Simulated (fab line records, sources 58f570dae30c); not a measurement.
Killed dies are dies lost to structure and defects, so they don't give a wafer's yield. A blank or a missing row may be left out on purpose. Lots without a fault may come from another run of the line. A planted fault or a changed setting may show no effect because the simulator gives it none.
Chamber matching | flow berkeley_cmos170 | UCB170_ACTIVE_ETCH_15 on rie_diel-03: 4 sister chambers
The step etches Si3N4 in CH3F/Ar/O2, stops on SiO2, target depth 242 nm, time 151 s. 8 wafers are shown with their chamber, then 7 later ones without.

WAFERS WITH THEIR CHAMBER
wafer  | chamber | drypump_motor_current_A (A) | throttle_valve_pct (%)
L865.5 | 3       | 5.8                         | 8.06
L868.2 | 1       | 5.2                         | 8.10
L868.3 | 0       | 6.7                         | 8.13
L871.3 | 3       | 5.8                         | 8.08
L871.4 | 1       | 5.2                         | 8.06
L871.6 | 2       | 4.8                         | 8.30
L877.1 | 0       | 6.6                         | 8.14
L877.4 | 2       | 4.8                         | 8.29

WAFERS WITHOUT THEIR CHAMBER
wafer  | drypump_motor_current_A (A) | throttle_valve_pct (%)
L877.5 | 4.8                         | 8.28
L878.1 | 5.8                         | 8.06
L878.4 | 4.8                         | 8.27
L878.6 | 6.7                         | 8.14
L881.1 | 4.8                         | 8.30
L881.2 | 5.8                         | 8.07
L881.5 | 5.2                         | 8.07

WHICH CHAMBER EACH WENT THROUGH
wafer  | from the rows above | in truth
L877.5 | 2                   | 2
L878.1 | 3                   | 3
L878.4 | 2                   | 2
L878.6 | 0                   | 0
L881.1 | 2                   | 2
L881.2 | 3                   | 3
L881.5 | 1                   | 1
Placed correctly: 7 of 7. Can't be placed from these rows: 0. Placed wrongly: 0.
How it was worked out, from the rows above alone: a wafer's distance from a chamber is the root of the sum, over the readings, of the square of ((its reading less the chamber's mean) divided by the reading's scatter). The wafer belongs to the nearest chamber; if the next one is less than 2 further off, it can't be placed. A chamber's mean is the mean of its shown wafers. The scatter: the root of (the sum of the squares of (reading less its chamber's mean) over the shown wafers, divided by (wafers less chambers)).
